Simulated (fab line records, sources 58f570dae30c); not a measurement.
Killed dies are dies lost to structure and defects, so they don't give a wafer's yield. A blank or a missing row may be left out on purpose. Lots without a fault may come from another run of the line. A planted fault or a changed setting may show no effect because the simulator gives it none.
Tool commonality check | flow berkeley_cmos170 | 14 lots, 42 wafers sampled

WHY IT WAS OPENED
At UCB170_WELLDRIVE_THK_MEAS_02 the reading WELLDRIVE_OXIDE_THK is flagged on 2 of 14 lots. Wafers without a fault read 199 nm, standard deviation 3.1.
Rule: a lot is flagged when every wafer of it that has a number lies more than 4 standard deviations from that mean, or none has a number. The other lots count as sound.

lot  | measured    | on            | WELLDRIVE_OXIDE_THK (nm), wafer by wafer | flag
L673 | day 3 17:01 | film_metro-03 | 197 196 197                              |
L674 | day 4 02:23 | film_metro-01 | 194 199 194                              |
L675 | day 4 06:18 | film_metro-01 | 203 201 201                              |
L676 | day 4 06:22 | film_metro-01 | 197 196 196                              |
L677 | day 4 19:29 | film_metro-01 | 200 199 200                              |
L679 | day 5 09:31 | film_metro-01 | 200 200 202                              |
L682 | day 6 08:43 | film_metro-03 | 231 229 231                              | FLAGGED
L683 | day 6 08:43 | film_metro-04 | 226 227 231                              | FLAGGED
L687 | day 6 22:46 | film_metro-04 | 199 197 200                              |
L688 | day 7 08:07 | film_metro-04 | 196 196 196                              |
L690 | day 7 16:58 | film_metro-03 | 193 195 194                              |
L691 | day 7 20:28 | film_metro-04 | 201 203 204                              |
L693 | day 7 20:29 | film_metro-03 | 199 198 201                              |
L692 | day 7 23:57 | film_metro-04 | 207 201 201                              |
The numbers of the flagged lots are 229 nm on average: +30 nm against the usual, or +10 standard deviations.

WHICH TOOL RAN EACH LOT
The record holds 1 process step before the reading, out of a route of 331 steps. In each cell: the tool, then ch and the chambers that the sampled wafers went through, then the start.
lot  | flag    | UCB170_WELLDRIVE_OXIDATION_01
L673 |         | furnace-03 ch 0, day 3 13:30
L674 |         | furnace-01 ch 0, day 3 22:52
L675 |         | furnace-02 ch 0, day 4 02:48
L676 |         | furnace-02 ch 0, day 4 02:48
L677 |         | furnace-02 ch 0, day 4 15:59
L679 |         | furnace-01 ch 0, day 5 06:01
L682 | FLAGGED | furnace-01 ch 0, day 6 05:13
L683 | FLAGGED | furnace-01 ch 0, day 6 05:13
L687 |         | furnace-03 ch 0, day 6 19:16
L688 |         | furnace-02 ch 0, day 7 04:36
L690 |         | furnace-02 ch 0, day 7 13:27
L691 |         | furnace-02 ch 0, day 7 16:57
L693 |         | furnace-02 ch 0, day 7 16:57
L692 |         | furnace-02 ch 0, day 7 20:27
What these steps do:
- UCB170_WELLDRIVE_OXIDATION_01: target thk 199 nm, ox time 9000 s.
- UCB170_WELLDRIVE_THK_MEAS_02

FLAGGED OVER TOTAL, TOOL BY TOOL (the gauges that took the reading come last)
step                          | tool          | lots run | flagged | share of the flagged lots | sound lots run after its first flagged lot
UCB170_WELLDRIVE_OXIDATION_01 | furnace-01    | 4        | 2       | all                       | 0
UCB170_WELLDRIVE_OXIDATION_01 | furnace-02    | 8        | 0       | none                      | -
UCB170_WELLDRIVE_OXIDATION_01 | furnace-03    | 2        | 0       | none                      | -
UCB170_WELLDRIVE_THK_MEAS_02  | film_metro-01 | 5        | 0       | none                      | -
UCB170_WELLDRIVE_THK_MEAS_02  | film_metro-03 | 4        | 1       | some                      | 2 (L690,L693)
UCB170_WELLDRIVE_THK_MEAS_02  | film_metro-04 | 5        | 1       | some                      | 4 (L687,L688,L691,L692)

WHAT THE TABLE ALLOWS
1 row of the table ran every flagged lot: furnace-01 at UCB170_WELLDRIVE_OXIDATION_01.
- furnace-01 at UCB170_WELLDRIVE_OXIDATION_01: 2 of its 4 lots flagged. Its last sound lot is L679 (day 5 06:01), its first flagged lot L682 (day 6 05:13): a fault that began between those two fits. Its own readings lie more than 4 standard deviations out on every wafer of the flagged lots: spike_tc_centre_C, spike_tc_load_C, spike_tc_source_C, tube_center_temp_C, tube_center_temp_C_max.
One tool is left: furnace-01 at UCB170_WELLDRIVE_OXIDATION_01.

WHAT THE SIMULATOR HAD PUT IN
Process parameter drift: furnace-01, from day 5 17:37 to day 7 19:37, at UCB170_WELLDRIVE_OXIDATION_01. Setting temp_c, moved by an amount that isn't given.
Lots struck among those shown: L682, L683. The rule above found the same.
